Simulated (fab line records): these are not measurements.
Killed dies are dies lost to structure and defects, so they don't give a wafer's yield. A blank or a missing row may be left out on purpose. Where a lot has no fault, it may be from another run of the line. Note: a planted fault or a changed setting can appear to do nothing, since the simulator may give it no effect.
Which of the tools did it? ; flow berkeley cmos170 ; 21 wafers from 7 lots sampled at 2 of the route's 331 steps

## WHAT THE GAUGES READ, wafer by wafer
UCB170_M2_RS_MEAS_02: measures by four-point-probe.
lot;measured;on;M2_AL_RS (ohm/sq)
L115;day 7 14:53;film metro-03;0.0324 0.0325 0.0325
L118;day 8 00:54;film metro-04;0.0319 0.0322 0.0323
L116;day 8 01:32;film metro-04;0.0322 0.0325 0.0323
L125;day 9 13:40;film metro-01;0.0321 0.0307 0.0320
L126;day 10 06:35;film metro-03;0.0305 0.0317 0.0319 0.0305 0.0317 0.0319
L131;day 11 03:04;film metro-04;0.0322 0.0320 0.0323
L136;day 11 15:37;film metro-04;0.0328 0.0322 0.0316

## WHAT TOOL EACH LOT RAN ON (gives the tool, then ch and the chambers of the sampled wafers, and finally the start)
lot;UCB170_M2_SPUTTER_01
L115;pvd sputter-03, day 7 14:49
L118;pvd sputter-03, day 8 00:49
L116;pvd sputter-02, day 8 01:22
L125;pvd sputter-03, day 9 13:34
L126;pvd sputter-03, day 10 06:27
L131;pvd sputter-01, day 11 02:56
L136;pvd sputter-02, day 11 15:32
- UCB170_M2_SPUTTER_01: material Al, target thk 900 nm, time 120 s.

## THE ANSWER, worked out from the rows above alone
Rule: the lots themselves supply what counts as usual. Put in order of their means at a reading, lots are off if they are a third of the lots or fewer, leave a main group of 4 or more, and stand apart from it by a gap of 3 or more times the standard deviation of the main group's means; of several such gaps the widest counts. A main group is skipped when, at the precision printed for the reading in the tables above, its means are all equal. A lot without any number at a reading at which 4 lots or more have one is off too. The other lots that the step has rows for count as sound.
Off: L125, L126, at UCB170_M2_RS_MEAS_02 (M2_AL_RS). For the main group the mean is 0.0323 ohm/sq and the standard deviation 0.00012.
A tool fits if, at a process step before that reading, it ran every lot that is off, and no sound lot after the first of them. Gauges at UCB170_M2_RS_MEAS_02: tried the same way as those tools. One candidate fits, namely pvd sputter-03 at UCB170_M2_SPUTTER_01. A fault onset in the window from L118 (day 8 00:49, its last sound lot) to L125 (day 9 13:34, its first lot off) fits.

## WHAT THE SIMULATOR HAD PUT IN
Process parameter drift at UCB170_M2_SPUTTER_01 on pvd sputter-03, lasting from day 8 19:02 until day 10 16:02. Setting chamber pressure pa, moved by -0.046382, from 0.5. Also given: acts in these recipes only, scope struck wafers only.
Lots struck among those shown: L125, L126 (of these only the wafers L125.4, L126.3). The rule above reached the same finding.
